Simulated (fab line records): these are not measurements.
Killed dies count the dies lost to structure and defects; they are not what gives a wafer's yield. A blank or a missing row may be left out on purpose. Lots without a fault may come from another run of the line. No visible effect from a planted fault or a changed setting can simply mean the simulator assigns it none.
fab line records / flow ritCmos
record lots=14 wafers=42 lastDay=7
route steps=202 shown ACTIVE@2 M1@202
lots with no fault: from the same line, run without faults
startH: the number of hours between the record's first day and the start of the first shown wafer of the lot / waitH: time in hours since the lot's previous step / " the same as in the row above / L1.1+2: a row that stands for several wafers / - either no value or no given start / * or withheld: withheld / < > ~ a bound
route shown NAME@n: a module of which the file shows steps, and the number in the route of the first / usual: mean/standard deviation of fault-free wafers / same: alike in all rows / chamber/n: place in a boat / sites: per-site readings / _std_site: standard deviation of those values / _edge_site: mean of outer sites minus mean of inner sites / radiusMm: for every site, how far away it sits from the centre of the wafer / mask NAME#n: copy n / behind: the last tool/chamber to shape the wafer / hold: reason for holding the lot/hours on hold/outcome of the hold / device: transistor that didn't switch, given as n, p or np / end of line: at the end of the route, the tests of the same wafers / a step without rows: its recipe alone / killed: at the first sort, the dies lost to defects and structure; wafer yield is something else / map: shows each die of a wafer: x if killed, . if not, _ if none is there
set.NAME: the setting as run; set.NAME@STEP: as run at that earlier step / model.NAME: the simulator's own value behind a step, which no gauge read
route steps across a sampled set of lots; one table per step, one row per wafer
services: from which hour (startH, from the record's first day; less than 0 if before it) a tool's chamber was out of use, for how many hours, and why
## steps
# step RIT_ACTIVE_OXIDATION_01
# recipe tempC=1000 ambient=O2 targetThkA=468 oxTimeS=3360
# usual spikeTcCentreC=1002.7/1.1 spikeTcLoadC=1027.4/1.8 spikeTcSourceC=1029.8/2.2 tubeCenterTempC=1000.0/0.1 tube_center_temp_C_max=1002.6/0.48 zonePowerCentrePct=46/5.5 zonePowerLoadPct=36.7/2.8
lot.wafer=L321.1 tool=furnace-02 chamber=0 startH=10.12 waitH=0.1 spikeTcCentreC=1003.8 spikeTcLoadC=1025.7 spikeTcSourceC=1029.4 tubeCenterTempC=1000.1 tube_center_temp_C_max=1002.5 zonePowerCentrePct=41 zonePowerLoadPct=39.6
lot.wafer=L321.3 tool=furnace-02 chamber=0 startH=10.12 waitH=0.1 spikeTcCentreC=1002.4 spikeTcLoadC=1025.4 spikeTcSourceC=1031.1 tubeCenterTempC=1000.1 tube_center_temp_C_max=1002.5 zonePowerCentrePct=42 zonePowerLoadPct=39.3
lot.wafer=L321.5 tool=furnace-02 chamber=0 startH=10.12 waitH=0.1 spikeTcCentreC=1001.1 spikeTcLoadC=1025.4 spikeTcSourceC=1028.6 tubeCenterTempC=1000.0 tube_center_temp_C_max=1002.8 zonePowerCentrePct=42 zonePowerLoadPct=39.5
lot.wafer=L322.1 tool=furnace-04 chamber=0 startH=15.12 waitH=0.1 spikeTcCentreC=1002.1 spikeTcLoadC=1029.4 spikeTcSourceC=1027.7 tubeCenterTempC=999.89 tube_center_temp_C_max=1002.5 zonePowerCentrePct=55 zonePowerLoadPct=33.1
lot.wafer=L322.2 tool=furnace-04 chamber=0 startH=15.12 waitH=0.1 spikeTcCentreC=1001.4 spikeTcLoadC=1029.8 spikeTcSourceC=1025.1 tubeCenterTempC=1000.0 tube_center_temp_C_max=1003.0 zonePowerCentrePct=56 zonePowerLoadPct=33.6
lot.wafer=L322.4 tool=furnace-04 chamber=0 startH=15.12 waitH=0.1 spikeTcCentreC=1001.1 spikeTcLoadC=1029.9 spikeTcSourceC=1027.7 tubeCenterTempC=1000.0 tube_center_temp_C_max=1002.4 zonePowerCentrePct=56 zonePowerLoadPct=33.4
lot.wafer=L323.3 tool=furnace-01 chamber=0 startH=20.12 waitH=0.1 spikeTcCentreC=1002.1 spikeTcLoadC=1029.5 spikeTcSourceC=1029.9 tubeCenterTempC=999.89 tube_center_temp_C_max=1002.8 zonePowerCentrePct=46 zonePowerLoadPct=34.0
lot.wafer=L323.5 tool=furnace-01 chamber=0 startH=20.12 waitH=0.1 spikeTcCentreC=1003.3 spikeTcLoadC=1030.8 spikeTcSourceC=1030.4 tubeCenterTempC=1000.3 tube_center_temp_C_max=1003.1 zonePowerCentrePct=46 zonePowerLoadPct=34.1
lot.wafer=L323.6 tool=furnace-01 chamber=0 startH=20.12 waitH=0.1 spikeTcCentreC=1002.3 spikeTcLoadC=1030.0 spikeTcSourceC=1030.0 tubeCenterTempC=999.84 tube_center_temp_C_max=1003.0 zonePowerCentrePct=45 zonePowerLoadPct=34.0
lot.wafer=L324.3 tool=furnace-01 chamber=0 startH=25.12 waitH=0.1 spikeTcCentreC=1003.1 spikeTcLoadC=1029.5 spikeTcSourceC=1031.2 tubeCenterTempC=1000.1 tube_center_temp_C_max=1002.4 zonePowerCentrePct=47 zonePowerLoadPct=34.0
lot.wafer=L324.4 tool=furnace-01 chamber=0 startH=25.12 waitH=0.1 spikeTcCentreC=1002.5 spikeTcLoadC=1027.5 spikeTcSourceC=1033.5 tubeCenterTempC=999.92 tube_center_temp_C_max=1002.0 zonePowerCentrePct=45 zonePowerLoadPct=34.9
lot.wafer=L324.6 tool=furnace-01 chamber=0 startH=25.12 waitH=0.1 spikeTcCentreC=1002.2 spikeTcLoadC=1027.2 spikeTcSourceC=1030.7 tubeCenterTempC=1000.1 tube_center_temp_C_max=1003.7 zonePowerCentrePct=47 zonePowerLoadPct=34.0
lot.wafer=L325.1 tool=furnace-01 chamber=0 startH=31.10 waitH=1.1 spikeTcCentreC=1003.8 spikeTcLoadC=1029.7 spikeTcSourceC=1031.1 tubeCenterTempC=1000.1 tube_center_temp_C_max=1002.4 zonePowerCentrePct=46 zonePowerLoadPct=34.3
lot.wafer=L325.2 tool=furnace-01 chamber=0 startH=31.10 waitH=1.1 spikeTcCentreC=1002.5 spikeTcLoadC=1029.5 spikeTcSourceC=1032.4 tubeCenterTempC=999.99 tube_center_temp_C_max=1003.1 zonePowerCentrePct=46 zonePowerLoadPct=34.6
lot.wafer=L325.3 tool=furnace-01 chamber=0 startH=31.10 waitH=1.1 spikeTcCentreC=1002.3 spikeTcLoadC=1028.7 spikeTcSourceC=1032.4 tubeCenterTempC=1000.0 tube_center_temp_C_max=1002.5 zonePowerCentrePct=46 zonePowerLoadPct=34.6
lot.wafer=L326.3 tool=furnace-02 chamber=0 startH=35.12 waitH=0.1 spikeTcCentreC=1002.4 spikeTcLoadC=1028.1 spikeTcSourceC=1030.3 tubeCenterTempC=1000.0 tube_center_temp_C_max=1002.1 zonePowerCentrePct=42 zonePowerLoadPct=39.7
lot.wafer=L326.4 tool=furnace-02 chamber=0 startH=35.12 waitH=0.1 spikeTcCentreC=1002.3 spikeTcLoadC=1026.2 spikeTcSourceC=1032.1 tubeCenterTempC=999.96 tube_center_temp_C_max=1002.8 zonePowerCentrePct=41 zonePowerLoadPct=39.7
lot.wafer=L326.5 tool=furnace-02 chamber=0 startH=35.12 waitH=0.1 spikeTcCentreC=1002.8 spikeTcLoadC=1026.7 spikeTcSourceC=1029.5 tubeCenterTempC=1000.1 tube_center_temp_C_max=1003.9 zonePowerCentrePct=41 zonePowerLoadPct=40.0
lot.wafer=L327.4 tool=furnace-04 chamber=0 startH=40.12 waitH=0.0 spikeTcCentreC=1002.3 spikeTcLoadC=1029.2 spikeTcSourceC=1027.1 tubeCenterTempC=1000.2 tube_center_temp_C_max=1002.6 zonePowerCentrePct=56 zonePowerLoadPct=33.3
lot.wafer=L327.5 tool=furnace-04 chamber=0 startH=40.12 waitH=0.0 spikeTcCentreC=1002.3 spikeTcLoadC=1030.0 spikeTcSourceC=1026.2 tubeCenterTempC=999.93 tube_center_temp_C_max=1002.1 zonePowerCentrePct=56 zonePowerLoadPct=33.6
lot.wafer=L327.6 tool=furnace-04 chamber=0 startH=40.12 waitH=0.0 spikeTcCentreC=1002.2 spikeTcLoadC=1027.9 spikeTcSourceC=1024.2 tubeCenterTempC=999.71 tube_center_temp_C_max=1002.2 zonePowerCentrePct=55 zonePowerLoadPct=33.7
lot.wafer=L329.2 tool=furnace-02 chamber=0 startH=50.12 waitH=0.1 spikeTcCentreC=1001.7 spikeTcLoadC=1025.1 spikeTcSourceC=1031.1 tubeCenterTempC=999.96 tube_center_temp_C_max=1002.9 zonePowerCentrePct=42 zonePowerLoadPct=39.3
lot.wafer=L329.4 tool=furnace-02 chamber=0 startH=50.12 waitH=0.1 spikeTcCentreC=1001.6 spikeTcLoadC=1025.2 spikeTcSourceC=1032.0 tubeCenterTempC=1000.0 tube_center_temp_C_max=1002.5 zonePowerCentrePct=42 zonePowerLoadPct=39.7
lot.wafer=L329.5 tool=furnace-02 chamber=0 startH=50.12 waitH=0.1 spikeTcCentreC=1002.4 spikeTcLoadC=1026.4 spikeTcSourceC=1029.3 tubeCenterTempC=1000.2 tube_center_temp_C_max=1002.7 zonePowerCentrePct=41 zonePowerLoadPct=39.4
lot.wafer=L331.4 tool=furnace-02 chamber=0 startH=61.34 waitH=1.3 spikeTcCentreC=1003.5 spikeTcLoadC=1026.6 spikeTcSourceC=1031.1 tubeCenterTempC=999.94 tube_center_temp_C_max=1003.1 zonePowerCentrePct=42 zonePowerLoadPct=39.7
lot.wafer=L331.5 tool=furnace-02 chamber=0 startH=61.34 waitH=1.3 spikeTcCentreC=1005.0 spikeTcLoadC=1026.3 spikeTcSourceC=1031.3 tubeCenterTempC=999.96 tube_center_temp_C_max=1002.2 zonePowerCentrePct=42 zonePowerLoadPct=39.7
lot.wafer=L331.6 tool=furnace-02 chamber=0 startH=61.34 waitH=1.3 spikeTcCentreC=1000.9 spikeTcLoadC=1027.5 spikeTcSourceC=1031.8 tubeCenterTempC=1000.1 tube_center_temp_C_max=1002.7 zonePowerCentrePct=42 zonePowerLoadPct=39.1
lot.wafer=L333.1 tool=furnace-02 chamber=0 startH=70.70 waitH=0.7 spikeTcCentreC=1003.3 spikeTcLoadC=1025.8 spikeTcSourceC=1028.7 tubeCenterTempC=999.99 tube_center_temp_C_max=1002.7 zonePowerCentrePct=42 zonePowerLoadPct=40.1
lot.wafer=L333.2 tool=furnace-02 chamber=0 startH=70.70 waitH=0.7 spikeTcCentreC=1001.7 spikeTcLoadC=1026.3 spikeTcSourceC=1031.0 tubeCenterTempC=1000.0 tube_center_temp_C_max=1003.7 zonePowerCentrePct=42 zonePowerLoadPct=38.9
lot.wafer=L333.6 tool=furnace-02 chamber=0 startH=70.70 waitH=0.7 spikeTcCentreC=1001.4 spikeTcLoadC=1025.7 spikeTcSourceC=1032.2 tubeCenterTempC=999.83 tube_center_temp_C_max=1002.9 zonePowerCentrePct=42 zonePowerLoadPct=39.9
lot.wafer=L336.2 tool=furnace-01 chamber=0 startH=86.56 waitH=1.5 spikeTcCentreC=1002.7 spikeTcLoadC=1027.3 spikeTcSourceC=1031.7 tubeCenterTempC=999.92 tube_center_temp_C_max=1002.6 zonePowerCentrePct=45 zonePowerLoadPct=34.7
lot.wafer=L336.3 tool=furnace-01 chamber=0 startH=86.56 waitH=1.5 spikeTcCentreC=1003.9 spikeTcLoadC=1029.5 spikeTcSourceC=1031.3 tubeCenterTempC=1000.0 tube_center_temp_C_max=1002.2 zonePowerCentrePct=46 zonePowerLoadPct=34.5
lot.wafer=L336.6 tool=furnace-01 chamber=0 startH=86.56 waitH=1.5 spikeTcCentreC=1004.0 spikeTcLoadC=1028.5 spikeTcSourceC=1029.6 tubeCenterTempC=1000.1 tube_center_temp_C_max=1003.0 zonePowerCentrePct=46 zonePowerLoadPct=34.3
lot.wafer=L341.3 tool=furnace-02 chamber=0 startH=110.13 waitH=0.1 spikeTcCentreC=962.7 spikeTcLoadC=984.9 spikeTcSourceC=990.7 tubeCenterTempC=960.00 tube_center_temp_C_max=962.9 zonePowerCentrePct=39 zonePowerLoadPct=35.7
lot.wafer=L341.5 tool=furnace-02 chamber=0 startH=110.13 waitH=0.1 spikeTcCentreC=961.8 spikeTcLoadC=985.8 spikeTcSourceC=989.7 tubeCenterTempC=960.26 tube_center_temp_C_max=963.2 zonePowerCentrePct=39 zonePowerLoadPct=35.3
lot.wafer=L341.6 tool=furnace-02 chamber=0 startH=110.13 waitH=0.1 spikeTcCentreC=962.1 spikeTcLoadC=984.9 spikeTcSourceC=990.9 tubeCenterTempC=960.09 tube_center_temp_C_max=962.6 zonePowerCentrePct=40 zonePowerLoadPct=35.6
lot.wafer=L342.1 tool=furnace-02 chamber=0 startH=115.12 waitH=0.1 spikeTcCentreC=962.9 spikeTcLoadC=985.2 spikeTcSourceC=990.8 tubeCenterTempC=959.99 tube_center_temp_C_max=962.7 zonePowerCentrePct=39 zonePowerLoadPct=36.3
lot.wafer=L342.3 tool=furnace-02 chamber=0 startH=115.12 waitH=0.1 spikeTcCentreC=962.8 spikeTcLoadC=985.0 spikeTcSourceC=990.6 tubeCenterTempC=960.11 tube_center_temp_C_max=962.1 zonePowerCentrePct=39 zonePowerLoadPct=36.2
lot.wafer=L342.5 tool=furnace-02 chamber=0 startH=115.12 waitH=0.1 spikeTcCentreC=962.4 spikeTcLoadC=985.4 spikeTcSourceC=988.7 tubeCenterTempC=959.95 tube_center_temp_C_max=962.8 zonePowerCentrePct=39 zonePowerLoadPct=36.4
lot.wafer=L343.2 tool=furnace-04 chamber=0 startH=120.12 waitH=0.1 spikeTcCentreC=1002.3 spikeTcLoadC=1030.8 spikeTcSourceC=1025.4 tubeCenterTempC=1000.00 tube_center_temp_C_max=1002.4 zonePowerCentrePct=57 zonePowerLoadPct=33.6
lot.wafer=L343.4 tool=furnace-04 chamber=0 startH=120.12 waitH=0.1 spikeTcCentreC=1001.1 spikeTcLoadC=1027.4 spikeTcSourceC=1025.6 tubeCenterTempC=999.89 tube_center_temp_C_max=1002.1 zonePowerCentrePct=55 zonePowerLoadPct=33.1
lot.wafer=L343.6 tool=furnace-04 chamber=0 startH=120.12 waitH=0.1 spikeTcCentreC=1002.3 spikeTcLoadC=1030.3 spikeTcSourceC=1027.3 tubeCenterTempC=1000.1 tube_center_temp_C_max=1002.5 zonePowerCentrePct=56 zonePowerLoadPct=33.9
# step RIT_ACTIVE_THK_MEAS_02
# recipe reads=SiO2_of_ACTIVE_OXIDATION_01
# usual ACTIVE_OXIDE_THK=46.6/0.87
lot.wafer=L321.1 tool=filmMetro-04 chamber=- startH=12.05 waitH=0.0 ACTIVE_OXIDE_THK[nm]=46.6
lot.wafer=L321.3 tool=filmMetro-04 chamber=- startH=12.05 waitH=0.0 ACTIVE_OXIDE_THK[nm]=45.6
lot.wafer=L321.5 tool=filmMetro-04 chamber=- startH=12.05 waitH=0.0 ACTIVE_OXIDE_THK[nm]=47.2
lot.wafer=L322.1 tool=filmMetro-04 chamber=- startH=17.05 waitH=0.0 ACTIVE_OXIDE_THK[nm]=46.2
lot.wafer=L322.2 tool=filmMetro-04 chamber=- startH=17.05 waitH=0.0 ACTIVE_OXIDE_THK[nm]=44.5
lot.wafer=L322.4 tool=filmMetro-04 chamber=- startH=17.05 waitH=0.0 ACTIVE_OXIDE_THK[nm]=45.7
lot.wafer=L323.3 tool=filmMetro-01 chamber=- startH=22.07 waitH=0.0 ACTIVE_OXIDE_THK[nm]=46.0
lot.wafer=L323.5 tool=filmMetro-01 chamber=- startH=22.07 waitH=0.0 ACTIVE_OXIDE_THK[nm]=46.4
lot.wafer=L323.6 tool=filmMetro-01 chamber=- startH=22.07 waitH=0.0 ACTIVE_OXIDE_THK[nm]=46.2
lot.wafer=L324.3 tool=filmMetro-04 chamber=- startH=27.07 waitH=0.0 ACTIVE_OXIDE_THK[nm]=47.2
lot.wafer=L324.4 tool=filmMetro-04 chamber=- startH=27.07 waitH=0.0 ACTIVE_OXIDE_THK[nm]=47.2
lot.wafer=L324.6 tool=filmMetro-04 chamber=- startH=27.07 waitH=0.0 ACTIVE_OXIDE_THK[nm]=46.5
lot.wafer=L325.1 tool=filmMetro-02 chamber=- startH=33.03 waitH=0.0 ACTIVE_OXIDE_THK[nm]=46.3
lot.wafer=L325.2 tool=filmMetro-02 chamber=- startH=33.03 waitH=0.0 ACTIVE_OXIDE_THK[nm]=46.6
lot.wafer=L325.3 tool=filmMetro-02 chamber=- startH=33.03 waitH=0.0 ACTIVE_OXIDE_THK[nm]=45.0
lot.wafer=L326.3 tool=filmMetro-02 chamber=- startH=37.07 waitH=0.0 ACTIVE_OXIDE_THK[nm]=46.6
lot.wafer=L326.4 tool=filmMetro-02 chamber=- startH=37.07 waitH=0.0 ACTIVE_OXIDE_THK[nm]=46.2
lot.wafer=L326.5 tool=filmMetro-02 chamber=- startH=37.07 waitH=0.0 ACTIVE_OXIDE_THK[nm]=46.2
lot.wafer=L327.4 tool=filmMetro-02 chamber=- startH=42.08 waitH=0.0 ACTIVE_OXIDE_THK[nm]=46.2
lot.wafer=L327.5 tool=filmMetro-02 chamber=- startH=42.08 waitH=0.0 ACTIVE_OXIDE_THK[nm]=46.5
lot.wafer=L327.6 tool=filmMetro-02 chamber=- startH=42.08 waitH=0.0 ACTIVE_OXIDE_THK[nm]=46.0
lot.wafer=L329.2 tool=filmMetro-02 chamber=- startH=52.06 waitH=0.0 ACTIVE_OXIDE_THK[nm]=46.6
lot.wafer=L329.4 tool=filmMetro-02 chamber=- startH=52.06 waitH=0.0 ACTIVE_OXIDE_THK[nm]=47.4
lot.wafer=L329.5 tool=filmMetro-02 chamber=- startH=52.06 waitH=0.0 ACTIVE_OXIDE_THK[nm]=46.7
lot.wafer=L331.4 tool=filmMetro-02 chamber=- startH=63.30 waitH=0.0 ACTIVE_OXIDE_THK[nm]=46.3
lot.wafer=L331.5 tool=filmMetro-02 chamber=- startH=63.30 waitH=0.0 ACTIVE_OXIDE_THK[nm]=47.4
lot.wafer=L331.6 tool=filmMetro-02 chamber=- startH=63.30 waitH=0.0 ACTIVE_OXIDE_THK[nm]=46.0
lot.wafer=L333.1 tool=filmMetro-02 chamber=- startH=72.63 waitH=0.0 ACTIVE_OXIDE_THK[nm]=44.9
lot.wafer=L333.2 tool=filmMetro-02 chamber=- startH=72.63 waitH=0.0 ACTIVE_OXIDE_THK[nm]=44.7
lot.wafer=L333.6 tool=filmMetro-02 chamber=- startH=72.63 waitH=0.0 ACTIVE_OXIDE_THK[nm]=45.9
lot.wafer=L336.2 tool=filmMetro-01 chamber=- startH=88.50 waitH=0.0 ACTIVE_OXIDE_THK[nm]=46.2
lot.wafer=L336.3 tool=filmMetro-01 chamber=- startH=88.50 waitH=0.0 ACTIVE_OXIDE_THK[nm]=46.8
lot.wafer=L336.6 tool=filmMetro-01 chamber=- startH=88.50 waitH=0.0 ACTIVE_OXIDE_THK[nm]=46.7
lot.wafer=L341.3 tool=filmMetro-02 chamber=- startH=112.08 waitH=0.0 ACTIVE_OXIDE_THK[nm]=33.8
lot.wafer=L341.5 tool=filmMetro-02 chamber=- startH=112.08 waitH=0.0 ACTIVE_OXIDE_THK[nm]=33.9
lot.wafer=L341.6 tool=filmMetro-02 chamber=- startH=112.08 waitH=0.0 ACTIVE_OXIDE_THK[nm]=33.7
lot.wafer=L342.1 tool=filmMetro-02 chamber=- startH=117.05 waitH=0.0 ACTIVE_OXIDE_THK[nm]=34.7
lot.wafer=L342.3 tool=filmMetro-02 chamber=- startH=117.05 waitH=0.0 ACTIVE_OXIDE_THK[nm]=33.4
lot.wafer=L342.5 tool=filmMetro-02 chamber=- startH=117.05 waitH=0.0 ACTIVE_OXIDE_THK[nm]=33.5
lot.wafer=L343.2 tool=filmMetro-02 chamber=- startH=122.06 waitH=0.0 ACTIVE_OXIDE_THK[nm]=47.2
lot.wafer=L343.4 tool=filmMetro-02 chamber=- startH=122.06 waitH=0.0 ACTIVE_OXIDE_THK[nm]=47.6
lot.wafer=L343.6 tool=filmMetro-02 chamber=- startH=122.06 waitH=0.0 ACTIVE_OXIDE_THK[nm]=46.7
# step RIT_M1_PROBE_99
# usual killed_at_M0_to_M3=0.0/0.12 killedAtContacts=0.1/0.31 killedAtFrontEnd=6.8/2.7 killedDies=6.9/2.7 killedOnRim=1.8/1.4 killedOpen=3.3/1.8 killedShort=3.5/1.8
# same grossDies=264 killed_at_M4_up=0 killedAtBackSide=0 killedAtOther=0
lot.wafer=L333.1 tool=prober-02 chamber=- startH=126.98 waitH=0.1 killed_at_M0_to_M3=0 killedAtContacts=0 killedAtFrontEnd=6 killedDies=6 killedOnRim=2 killedOpen=2 killedShort=4
lot.wafer=L333.2 tool=prober-02 chamber=- startH=127.03 waitH=0.1 killed_at_M0_to_M3=0 killedAtContacts=0 killedAtFrontEnd=9 killedDies=9 killedOnRim=1 killedOpen=2 killedShort=7
lot.wafer=L333.6 tool=prober-02 chamber=- startH=127.23 waitH=0.2 killed_at_M0_to_M3=0 killedAtContacts=0 killedAtFrontEnd=3 killedDies=3 killedOnRim=1 killedOpen=0 killedShort=3
lot.wafer=L336.2 tool=prober-01 chamber=- startH=137.15 waitH=0.1 killed_at_M0_to_M3=0 killedAtContacts=0 killedAtFrontEnd=5 killedDies=5 killedOnRim=1 killedOpen=3 killedShort=2
lot.wafer=L336.3 tool=prober-01 chamber=- startH=137.20 waitH=0.2 killed_at_M0_to_M3=0 killedAtContacts=1 killedAtFrontEnd=7 killedDies=8 killedOnRim=2 killedOpen=6 killedShort=2
lot.wafer=L336.6 tool=prober-01 chamber=- startH=137.35 waitH=0.2 killed_at_M0_to_M3=0 killedAtContacts=0 killedAtFrontEnd=5 killedDies=5 killedOnRim=1 killedOpen=4 killedShort=1
lot.wafer=L341.3 tool=prober-02 chamber=- startH=156.94 waitH=0.2 killed_at_M0_to_M3=0 killedAtContacts=0 killedAtFrontEnd=7 killedDies=7 killedOnRim=1 killedOpen=4 killedShort=3
lot.wafer=L341.5 tool=prober-02 chamber=- startH=157.04 waitH=0.2 killed_at_M0_to_M3=0 killedAtContacts=0 killedAtFrontEnd=8 killedDies=8 killedOnRim=1 killedOpen=2 killedShort=6
lot.wafer=L341.6 tool=prober-02 chamber=- startH=157.09 waitH=0.2 killed_at_M0_to_M3=0 killedAtContacts=0 killedAtFrontEnd=4 killedDies=4 killedOnRim=1 killedOpen=3 killedShort=1
lot.wafer=L343.2 tool=prober-02 chamber=- startH=168.70 waitH=0.1 killed_at_M0_to_M3=0 killedAtContacts=0 killedAtFrontEnd=7 killedDies=7 killedOnRim=3 killedOpen=4 killedShort=2
lot.wafer=L343.4 tool=prober-02 chamber=- startH=168.80 waitH=0.2 killed_at_M0_to_M3=0 killedAtContacts=0 killedAtFrontEnd=7 killedDies=7 killedOnRim=2 killedOpen=5 killedShort=2
lot.wafer=L343.6 tool=prober-02 chamber=- startH=168.90 waitH=0.2 killed_at_M0_to_M3=0 killedAtContacts=0 killedAtFrontEnd=9 killedDies=9 killedOnRim=2 killedOpen=3 killedShort=5
# killed by level:class
L333.1 GATE:geometricParticle:short=4 FOX1:geometricParticle:open=1 GATE:geometricParticle:open=1
L333.2 GATE:geometricParticle:short=5 GATE:geometricParticle:open=2 REOX:geometricParticle:short=2
L333.6 GATE:geometricParticle:short=1 SPACER:geometricParticle:short=1 SILICIDE:geometricParticle:short=1
L336.2 GATE:geometricParticle:short=2 FOX1:geometricParticle:open=1 GATE:geometricParticle:open=1 SPACER:geometricParticle:open=1
L336.3 REOX:geometricParticle:short=2 SPACER:geometricParticle:open=2 FOX1:geometricParticle:open=1 FOX2:geometricParticle:open=1 GATE:geometricParticle:open=1 CONTACT:geometricParticle:open=1
L336.6 SILICIDE:geometricParticle:open=2 GATE:geometricParticle:short=1 GATE:geometricParticle:open=1 SPACER:geometricParticle:open=1
L341.3 SPACER:geometricParticle:open=3 SPACER:geometricParticle:short=2 REOX:geometricParticle:short=1 REOX:geometricParticle:open=1
L341.5 GATE:geometricParticle:short=4 GATE:geometricParticle:open=1 REOX:geometricParticle:short=1 SPACER:geometricParticle:open=1 SPACER:geometricParticle:short=1
L341.6 SPACER:geometricParticle:open=2 REOX:geometricParticle:short=1 REOX:geometricParticle:open=1
L343.2 GATE:geometricParticle:open=2 FOX1:geometricParticle:open=1 GATE:geometricParticle:short=1 REOX:geometricParticle:open=1 SPACER:geometricParticle:short=1 PWELL:coatMicrobubblePrinted=1
L343.4 GATE:geometricParticle:open=5 FOX1:geometricParticle:short=1 GATE:geometricParticle:short=1
L343.6 FOX1:geometricParticle:short=3 GATE:geometricParticle:open=2 GATE:geometricParticle:short=2 REOX:geometricParticle:open=1 NWELL:coatMicrobubblePrinted=1
## services
tool=furnace-02 chamber=- startH=4.89 hours=3.9 kind=pm
tool=furnace-04 chamber=- startH=24.90 hours=6.0 kind=pm
tool=furnace-01 chamber=- startH=41.66 hours=4.0 kind=pm
tool=furnace-02 chamber=- startH=74.13 hours=13.5 kind=pm
tool=furnace-04 chamber=- startH=86.76 hours=3.2 kind=pm
tool=furnace-02 chamber=- startH=98.00 hours=2.6 kind=pm
## key
firstSign step=RIT_ACTIVE_OXIDATION_01 reading=tubeCenterTempC direction=down sigmas=99+ usual=* struck=*
effect step=RIT_ACTIVE_OXIDATION_01 reading=tube_center_temp_C_max direction=down sigmas=84 usual=* struck=*
effect step=RIT_ACTIVE_THK_MEAS_02 reading=ACTIVE_OXIDE_THK direction=down sigmas=15 usual=46.6 struck=33.8
metAt RIT_ACTIVE_OXIDATION_01
struckLots L341,L342
testerLeftOut L341,L342
onsetBetween 70.70 110.13
fault kind=processParameterDrift tool=furnace-02 chamber=- onsetH=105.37 steps=RIT_ACTIVE_OXIDATION_01 channel=tempC offset=* shape=step endH=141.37 actsIn=* stated=*
# testerLeftOut: of these lots the tester's yield and bins aren't shown, on N5 and GAA mostly nor the transistor test; their killed dies are dies lost to structure and defects alone, not to doping, threshold or leakage, so they don't give the yield
